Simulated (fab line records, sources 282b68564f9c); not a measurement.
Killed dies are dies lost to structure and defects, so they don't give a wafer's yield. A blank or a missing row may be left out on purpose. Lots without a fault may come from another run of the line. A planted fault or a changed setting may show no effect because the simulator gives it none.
Tool commonality check | flow rit_cmos | 16 lots, 48 wafers sampled

WHY IT WAS OPENED
At RIT_CONTACT_OVL_MEAS_09 the reading CONTACT_OVL is flagged on 4 of 16 lots. Wafers without a fault read -1.2 nm, standard deviation 1.5.
Rule: a lot is flagged when every wafer of it that has a number lies more than 4 standard deviations from that mean, or none has a number. The other lots count as sound.

lot  | measured    | on         | CONTACT_OVL (nm), wafer by wafer | flag
L950 | day 3 12:55 | overlay-01 | -3.5 -3.6 -0.7                   |
L952 | day 3 19:17 | overlay-01 | 0.6 -1.4 0.2                     |
L953 | day 3 20:54 | overlay-01 | 1.0 0.5 0.1                      |
L954 | day 4 01:13 | overlay-02 | -2.1 -0.8 -4.8                   |
L955 | day 4 06:52 | overlay-01 | 0.4 -1.4 -0.9                    |
L956 | day 4 10:31 | overlay-01 | 0.4 2.1 -0.8                     |
L959 | day 5 00:14 | overlay-02 | 1.5 -0.9 1.1                     |
L962 | day 5 15:35 | overlay-01 | -0.7 -1.2 -2.0                   |
L963 | day 5 20:24 | overlay-02 | -1.7 -2.1 -3.3                   |
L964 | day 6 01:53 | overlay-01 | 129.0 126.7 129.0                | FLAGGED
L965 | day 6 06:54 | overlay-02 | 129.6 130.5 130.0                | FLAGGED
L966 | day 6 11:53 | overlay-02 | -3.5 -2.7 -4.4                   |
L968 | day 6 21:41 | overlay-01 | -3.1 -2.6 -1.9                   |
L970 | day 7 07:31 | overlay-02 | 127.9 128.8 127.1                | FLAGGED
L971 | day 7 13:22 | overlay-01 | 129.0 128.8 129.2                | FLAGGED
L973 | day 7 23:03 | overlay-01 | 0.3 -0.5 0.3                     |
The numbers of the flagged lots are 128.8 nm on average: +130.0 nm against the usual, or +87 standard deviations.

WHICH TOOL RAN EACH LOT
The record holds 2 process steps before the reading, out of a route of 202 steps. In each cell: the tool, then ch and the chambers that the sampled wafers went through, then the start.
lot  | flag    | RIT_NRETRO_STRIP_09                 | RIT_CONTACT_EXPOSE_05
L950 |         | plasma_asher-01 ch 0,1, day 2 14:21 | iline_stepper-02 ch 0, day 3 12:18
L952 |         | plasma_asher-04 ch 0,1, day 2 19:26 | iline_stepper-01 ch 0, day 3 18:40
L953 |         | plasma_asher-02 ch 0,1, day 2 22:08 | iline_stepper-02 ch 0, day 3 20:16
L954 |         | plasma_asher-01 ch 0,1, day 3 03:09 | iline_stepper-02 ch 0, day 4 00:36
L955 |         | plasma_asher-01 ch 0,1, day 3 08:18 | iline_stepper-01 ch 0, day 4 06:16
L956 |         | plasma_asher-01 ch 0,1, day 3 13:26 | iline_stepper-01 ch 0, day 4 09:53
L959 |         | plasma_asher-04 ch 0,1, day 4 02:43 | iline_stepper-01 ch 0, day 4 23:36
L962 |         | plasma_asher-04 ch 0,1, day 4 18:22 | iline_stepper-01 ch 0, day 5 14:56
L963 |         | plasma_asher-02 ch 0,1, day 4 22:12 | iline_stepper-01 ch 0, day 5 19:46
L964 | FLAGGED | plasma_asher-01 ch 0,1, day 5 03:33 | iline_stepper-01 ch 0, day 6 01:16
L965 | FLAGGED | plasma_asher-02 ch 0,1, day 5 08:21 | iline_stepper-01 ch 0, day 6 06:17
L966 |         | plasma_asher-02 ch 0,1, day 5 13:19 | iline_stepper-02 ch 0, day 6 11:16
L968 |         | plasma_asher-04 ch 0,1, day 5 23:43 | iline_stepper-02 ch 0, day 6 21:03
L970 | FLAGGED | plasma_asher-02 ch 0,1, day 6 09:37 | iline_stepper-01 ch 0, day 7 06:53
L971 | FLAGGED | plasma_asher-04 ch 0,1, day 6 14:50 | iline_stepper-01 ch 0, day 7 12:40
L973 |         | plasma_asher-04 ch 0,1, day 7 00:52 | iline_stepper-02 ch 0, day 7 22:25
What these steps do:
- RIT_NRETRO_STRIP_09: strips in O2, time 180 s.
- RIT_CONTACT_EXPOSE_05: exposes mask M11, target cd 1000 nm.
- RIT_CONTACT_OVL_MEAS_09

FLAGGED OVER TOTAL, TOOL BY TOOL (the gauges that took the reading come last)
step                    | tool             | lots run | flagged | share of the flagged lots | sound lots run after its first flagged lot
RIT_NRETRO_STRIP_09     | plasma_asher-01  | 5        | 1       | some                      | 0
RIT_NRETRO_STRIP_09     | plasma_asher-02  | 5        | 2       | some                      | 1 (L966)
RIT_NRETRO_STRIP_09     | plasma_asher-04  | 6        | 1       | some                      | 1 (L973)
RIT_CONTACT_EXPOSE_05   | iline_stepper-01 | 10       | 4       | all                       | 0
RIT_CONTACT_EXPOSE_05   | iline_stepper-02 | 6        | 0       | none                      | -
RIT_CONTACT_OVL_MEAS_09 | overlay-01       | 10       | 2       | some                      | 2 (L968,L973)
RIT_CONTACT_OVL_MEAS_09 | overlay-02       | 6        | 2       | some                      | 1 (L966)

WHAT THE TABLE ALLOWS
1 row of the table ran every flagged lot: iline_stepper-01 at RIT_CONTACT_EXPOSE_05.
- iline_stepper-01 at RIT_CONTACT_EXPOSE_05: 4 of its 10 lots flagged. Its last sound lot is L963 (day 5 19:46), its first flagged lot L964 (day 6 01:16): a fault that began between those two fits.
One tool is left: iline_stepper-01 at RIT_CONTACT_EXPOSE_05.

WHAT THE SIMULATOR HAD PUT IN
Scanner matching overlay: iline_stepper-01, from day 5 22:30 on, at RIT_CONTACT_EXPOSE_05. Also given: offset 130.
Lots struck among those shown: L964, L965, L970, L971. The rule above found the same.
